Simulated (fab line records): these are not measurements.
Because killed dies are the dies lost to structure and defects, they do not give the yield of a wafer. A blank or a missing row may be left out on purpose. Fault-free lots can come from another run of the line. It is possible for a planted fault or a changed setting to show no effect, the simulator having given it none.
Split-lot experiment    flow berkeleyCmos170    route with 331 steps; 5 lots, 23 wafers read

== THE SPLIT ITSELF ==
At UCB170_SILICIDE_SPUTTER_01 (material Ti, target thk 30 nm, time 25 s), the setting powerW was moved away from the recipe's 1500 W on 10 of the 23 wafers read, by -8.8% to +6.9%. The other wafers ran this setting at the recipe's value.

== THE PATH FROM SPLIT TO READING: the file shows 1 step between them ==
- UCB170_SILICIDE_RS_MEAS_02: measures by four-point-probe

== THE READING ==
SILICIDE_TI_THK, in nm, at UCB170_SILICIDE_THK_MEAS_03 (measures by xrf). On this fab line, fault-free wafers typically give 30.1 nm with a standard deviation of 0.31 nm.

wafer   tool, chamber at the split  powerW as run, W  against the recipe  SILICIDE_TI_THK, nm  against lot-mates on the recipe
L074.1  pvdSputter-03, -            1500              recipe              30.3                 -
L074.2  pvdSputter-03, -            1370              -8.7%               27.3                 -2.9
L074.4  pvdSputter-03, -            1370              -8.7%               27.3                 -2.9
L074.5  pvdSputter-03, -            1500              recipe              30.1                 -
L074.6  pvdSputter-03, -            1500              recipe              30.1                 -
L075.1  pvdSputter-04, -            1500              recipe              30.9                 -
L075.2  pvdSputter-04, -            1500              recipe              30.0                 -
L075.3  pvdSputter-04, -            1586              +5.7%               32.2                 +1.8
L075.4  pvdSputter-04, -            1500              recipe              30.2                 -
L075.6  pvdSputter-04, -            1586              +5.7%               32.0                 +1.6
L079.1  pvdSputter-02, -            1500              recipe              30.3                 -
L079.2  pvdSputter-02, -            1604              +6.9%               32.4                 +1.9
L079.3  pvdSputter-02, -            1500              recipe              30.7                 -
L079.5  pvdSputter-02, -            1604              +6.9%               32.3                 +1.8
L079.6  pvdSputter-02, -            1604              +6.9%               32.3                 +1.8
L081.1  pvdSputter-04, -            1500              recipe              29.7                 -
L081.2  pvdSputter-04, -            1500              recipe              30.0                 -
L081.4  pvdSputter-04, -            1368              -8.8%               26.9                 -3.0
L081.5  pvdSputter-04, -            1368              -8.8%               27.6                 -2.2
L081.6  pvdSputter-04, -            1368              -8.8%               27.0                 -2.9
L085.1  pvdSputter-04, -            1500              recipe              30.4                 -
L085.3  pvdSputter-04, -            1500              recipe              30.3                 -
L085.6  pvdSputter-04, -            1500              recipe              30.5                 -

THE FIT
A straight line over all 23 wafers: SILICIDE_TI_THK changes by +0.332 nm for each +1% of powerW; r = +0.99; the points scatter about the line by 0.28 nm.
The same after taking each lot's own level away (the mean of its wafers on the recipe; 23 wafers): +0.3 nm for each +1%; r = +0.99; scatter 0.24 nm.
According to that fit, moving powerW by its largest amount changes the reading by 2.6 nm.
Measured against the standard deviation above, the lots' own levels, which go from 29.85 to 30.50 nm, span 2.1 times it.
So the lot-to-lot level changes the slope: the two fits differ.
Check: -2.65 nm against its lot-mates is what the line predicts for one of the wafers moved furthest among these (-8.8%) when that wafer is left out of the fit. Against them it came out at -2.95 nm.

== THESE WAFERS: OTHER SPLITS ==
Other splits were also applied to these wafers ahead of the reading. Each is held against what the fit with the lots' levels taken away leaves over:
other split on the same wafers     wafers away from the commonest value  r with SILICIDE_TI_THK (lot level and that fit taken away)
UCB170_GATE_ETCH_14 pressureMtorr  10                                    -0.08
UCB170_PLDD_IMPLANT_08 doseCm2     6                                     -0.14
UCB170_PSD_EXPOSE_03 doseMj        8                                     +0.08
UCB170_SDANNEAL_RTA_00 timeS       7                                     +0.02

== THE WHOLE CHAIN: every reading that the file lists as answering this split, in the file's order ==
step                         what it does                              reading                                                                           change (the file's fit)                r (the file's)
UCB170_SILICIDE_SPUTTER_01   material Ti, target thk 30 nm, time 25 s  Ti_of_SILICIDE_SPUTTER_01.thkNm (the simulator's own value, which no gauge read)  +0.301 nm for each +1% of the setting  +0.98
UCB170_SILICIDE_RS_MEAS_02   measures by four-point-probe              SILICIDE_TI_RS                                                                    -0.331 for each +1% of the setting     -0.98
UCB170_SILICIDE_THK_MEAS_03  measures by xrf                           SILICIDE_TI_THK                                                                   +0.306 for each +1% of the setting     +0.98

== THE FILE'S OWN FIT ==
SILICIDE_TI_THK changes by +0.306 nm for each +1% of powerW, r = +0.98.
